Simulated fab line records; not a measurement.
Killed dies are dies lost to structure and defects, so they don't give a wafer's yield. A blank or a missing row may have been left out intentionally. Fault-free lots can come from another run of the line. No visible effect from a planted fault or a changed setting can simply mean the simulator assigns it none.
fab line records -- flow rit_cmos
record: lots: 14, wafers: 42, last_day: 7
route steps=202 shown PSD@150
lots untouched by any fault: they come from a run of this same line in which no faults occurred
start_h: start of the lot's first displayed wafer, in hours after the record's first day -- wait_h: hours elapsed since this lot's preceding step -- " identical to the entry in the row above -- L1.1+2: several wafers, shown together as one row -- - no value, or no start was given -- * or withheld: withheld -- < > ~ a bound
route shown NAME@n: NAME is a module with steps in the file, n the number in the route of the first one -- usual: the fault-free wafers' mean and standard deviation -- same: alike in all rows -- chamber/n: place in a boat -- sites: per-site readings -- _std_site: the standard deviation of these -- _edge_site: inner sites' mean taken away from outer sites' mean -- radius_mm: for every site, how far away it sits from the centre of the wafer -- mask NAME#n: copy n -- behind: the most recent tool/chamber to have shaped the wafer -- hold: why the lot was held/for how many hours/how that ended -- device: names the non-switching transistor (n, p or np) -- end of line: the route-end tests of the same wafers -- for a step that has no rows: nothing shown but its recipe -- killed: at the first sort, the dies lost to defects and structure; wafer yield is something else -- map: dies across one wafer; x = killed, . = not, _ = none there
set.NAME: setting as actually run; set.NAME@STEP: the setting as run at that earlier step -- model.NAME: the simulator's own value behind a step, which no gauge read
steps of the route over a sample of lots; a table a step, a row a wafer
services: when a tool's chamber went out of use (start_h, in hours from the record's first day, below 0 if earlier), for how many hours, and the reason
== steps ==
step: RIT_PSD_IMPLANT_08
recipe: species: BF2, energy_kev: 27, dose_cm2: 5e+15, tilt_deg: 7
usual: beam_energy_keV: 27.001/0.0085
lot.wafer,tool,chamber,start_h,wait_h,beam_energy_keV
L264.1,implanter-01,0,51.36,0.1,27.009
L264.3,implanter-01,0,51.36,0.1,26.998
L264.4,implanter-01,0,51.36,0.1,27.018
L265.1,implanter-03,0,55.29,0.1,26.989
L265.2,implanter-03,0,55.29,0.1,26.993
L265.5,implanter-03,0,55.29,0.1,26.984
L266.1,implanter-01,0,58.69,0.1,26.995
L266.3,implanter-01,0,58.69,0.1,26.993
L266.5,implanter-01,0,58.69,0.1,26.989
L268.2,implanter-04,0,70.25,0.1,27.006
L268.4,implanter-04,0,70.25,0.1,26.989
L268.5,implanter-04,0,70.25,0.1,27.004
L272.1,implanter-03,0,88.43,0.1,27.005
L272.2,implanter-03,0,88.43,0.1,27.000
L272.3,implanter-03,0,88.43,0.1,27.014
L273.2,implanter-04,0,94.51,0.1,27.004
L273.3,implanter-04,0,94.51,0.1,26.991
L273.6,implanter-04,0,94.51,0.1,26.998
L275.2,implanter-01,0,103.39,0.1,30.515
L275.3,implanter-01,0,103.39,0.1,30.509
L275.5,implanter-01,0,103.39,0.1,30.511
L276.2,implanter-01,0,108.13,0.1,30.509
L276.4,implanter-01,0,108.13,0.1,30.505
L276.5,implanter-01,0,108.13,0.1,30.506
L279.1,implanter-03,0,124.64,0.1,26.995
L279.2,implanter-03,0,124.64,0.1,26.999
L279.3,implanter-03,0,124.64,0.1,27.000
L281.1,implanter-03,0,136.36,0.1,26.994
L281.3,implanter-03,0,136.36,0.1,27.004
L281.4,implanter-03,0,136.36,0.1,27.005
L282.1,implanter-04,0,144.22,0.1,27.001
L282.4,implanter-04,0,144.22,0.1,27.011
L282.6,implanter-04,0,144.22,0.1,26.997
L283.2,implanter-04,0,148.92,0.1,27.016
L283.4,implanter-04,0,148.92,0.1,27.004
L283.5,implanter-04,0,148.92,0.1,27.024
L286.3,implanter-03,0,160.43,0.1,27.016
L286.5,implanter-03,0,160.43,0.1,27.002
L286.6,implanter-03,0,160.43,0.1,27.005
L287.1,implanter-03,0,164.75,0.1,27.000
L287.5,implanter-03,0,164.75,0.1,27.001
L287.6,implanter-03,0,164.75,0.1,27.006
step: RIT_PSD_TW_MEAS_10
usual: PSD_TW: 3455/27
lot.wafer,tool,chamber,start_h,wait_h,PSD_TW
L264.1,film_metro-04,-,51.69,0.1,3444
L264.3,film_metro-04,-,51.69,0.1,3468
L264.4,film_metro-04,-,51.69,0.1,3447
L265.1,film_metro-04,-,55.62,0.1,3431
L265.2,film_metro-04,-,55.62,0.1,3451
L265.5,film_metro-04,-,55.62,0.1,3449
L266.1,film_metro-01,-,59.02,0.1,3475
L266.3,film_metro-01,-,59.02,0.1,3494
L266.5,film_metro-01,-,59.02,0.1,3485
L268.2,film_metro-01,-,70.56,0.1,3485
L268.4,film_metro-01,-,70.56,0.1,3499
L268.5,film_metro-01,-,70.56,0.1,3498
L272.1,film_metro-01,-,88.75,0.1,3495
L272.2,film_metro-01,-,88.75,0.1,3491
L272.3,film_metro-01,-,88.75,0.1,3504
L273.2,film_metro-04,-,94.82,0.1,3456
L273.3,film_metro-04,-,94.82,0.1,3453
L273.6,film_metro-04,-,94.82,0.1,3447
L275.2,film_metro-01,-,103.70,0.1,3568
L275.3,film_metro-01,-,103.70,0.1,3590
L275.5,film_metro-01,-,103.70,0.1,3582
L276.2,film_metro-04,-,108.44,0.1,3572
L276.4,film_metro-04,-,108.44,0.1,3580
L276.5,film_metro-04,-,108.44,0.1,3572
L279.1,film_metro-04,-,124.97,0.1,3424
L279.2,film_metro-04,-,124.97,0.1,3419
L279.3,film_metro-04,-,124.97,0.1,3430
L281.1,film_metro-02,-,136.68,0.1,3405
L281.3,film_metro-02,-,136.68,0.1,3405
L281.4,film_metro-02,-,136.68,0.1,3401
L282.1,film_metro-01,-,144.55,0.1,3480
L282.4,film_metro-01,-,144.55,0.1,3460
L282.6,film_metro-01,-,144.55,0.1,3479
L283.2,film_metro-02,-,149.24,0.1,3431
L283.4,film_metro-02,-,149.24,0.1,3414
L283.5,film_metro-02,-,149.24,0.1,3419
L286.3,film_metro-01,-,160.72,0.1,3487
L286.5,film_metro-01,-,160.72,0.1,3467
L286.6,film_metro-01,-,160.72,0.1,3471
L287.1,film_metro-04,-,165.07,0.1,3469
L287.5,film_metro-04,-,165.07,0.1,3465
L287.6,film_metro-04,-,165.07,0.1,3472
step: RIT_SDANNEAL_RS_MEAS_04
recipe: thk_meas_gauge: four-point-probe
usual: PSD_RS: 116.03/0.28
lot.wafer,tool,chamber,start_h,wait_h,PSD_RS[ohm/sq]
L264.1,film_metro-04,-,52.17,0.0,115.98
L264.3,film_metro-04,-,52.17,0.0,115.87
L264.4,film_metro-04,-,52.17,0.0,116.11
L265.1,film_metro-04,-,56.10,0.0,115.96
L265.2,film_metro-04,-,56.10,0.0,115.83
L265.5,film_metro-04,-,56.10,0.0,115.84
L266.1,film_metro-04,-,59.50,0.0,116.64
L266.3,film_metro-04,-,59.50,0.0,116.34
L266.5,film_metro-04,-,59.50,0.0,116.45
L268.2,film_metro-04,-,71.07,0.1,115.74
L268.4,film_metro-04,-,71.07,0.1,115.39
L268.5,film_metro-04,-,71.07,0.1,115.57
L272.1,film_metro-01,-,89.24,0.0,115.65
L272.2,film_metro-01,-,89.24,0.0,115.91
L272.3,film_metro-01,-,89.24,0.0,115.85
L273.2,film_metro-04,-,95.35,0.1,115.88
L273.3,film_metro-04,-,95.35,0.1,115.94
L273.6,film_metro-04,-,95.35,0.1,115.87
L275.2,film_metro-02,-,104.19,0.1,109.12
L275.3,film_metro-02,-,104.19,0.1,109.39
L275.5,film_metro-02,-,104.19,0.1,109.00
L276.2,film_metro-04,-,108.94,0.1,108.93
L276.4,film_metro-04,-,108.94,0.1,108.81
L276.5,film_metro-04,-,108.94,0.1,108.79
L279.1,film_metro-02,-,125.48,0.0,116.09
L279.2,film_metro-02,-,125.48,0.0,116.66
L279.3,film_metro-02,-,125.48,0.0,116.25
L281.1,film_metro-02,-,137.17,0.0,115.67
L281.3,film_metro-02,-,137.17,0.0,116.00
L281.4,film_metro-02,-,137.17,0.0,115.87
L282.1,film_metro-04,-,145.11,0.1,116.27
L282.4,film_metro-04,-,145.11,0.1,116.21
L282.6,film_metro-04,-,145.11,0.1,116.32
L283.2,film_metro-02,-,149.80,0.1,116.00
L283.4,film_metro-02,-,149.80,0.1,116.12
L283.5,film_metro-02,-,149.80,0.1,116.00
L286.3,film_metro-04,-,161.25,0.1,115.49
L286.5,film_metro-04,-,161.25,0.1,116.22
L286.6,film_metro-04,-,161.25,0.1,116.08
L287.1,film_metro-01,-,165.57,0.0,115.68
L287.5,film_metro-01,-,165.57,0.0,115.30
L287.6,film_metro-01,-,165.57,0.0,115.92
== services ==
tool,chamber,start_h,hours,kind
implanter-03,-,27.50,15.9,pm
implanter-01,-,37.39,3.3,repair
implanter-04,-,61.17,4.2,repair
implanter-03,-,83.72,2.2,repair
== key ==
first_sign: step: RIT_PSD_IMPLANT_08, reading: beam_energy_keV, direction: up, sigmas: 99+, usual: 27.001, struck: 30.509
effect: step: RIT_PSD_TW_MEAS_10, reading: PSD_TW, direction: up, sigmas: 4.5, usual: 3455, struck: 3577
effect: step: RIT_SDANNEAL_RS_MEAS_04, reading: PSD_RS, direction: down, sigmas: 25, usual: 116.03, struck: 109.01
met_at RIT_PSD_IMPLANT_08
struck_lots L275,L276
tester_left_out L275,L276
onset_between 58.69 103.39
fault: kind: process_parameter_drift, tool: implanter-01, chamber: -, onset_h: 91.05, steps: RIT_PSD_IMPLANT_08, channel: energy_kev, offset: 3.51, shape: step, end_h: 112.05, acts_in: these_recipes_only, stated: 27
tester_left_out: of these lots the tester's yield and bins aren't shown, on N5 and GAA mostly nor the transistor test; their killed dies are dies lost to structure and defects alone, not to doping, threshold or leakage, so they don't give the yield
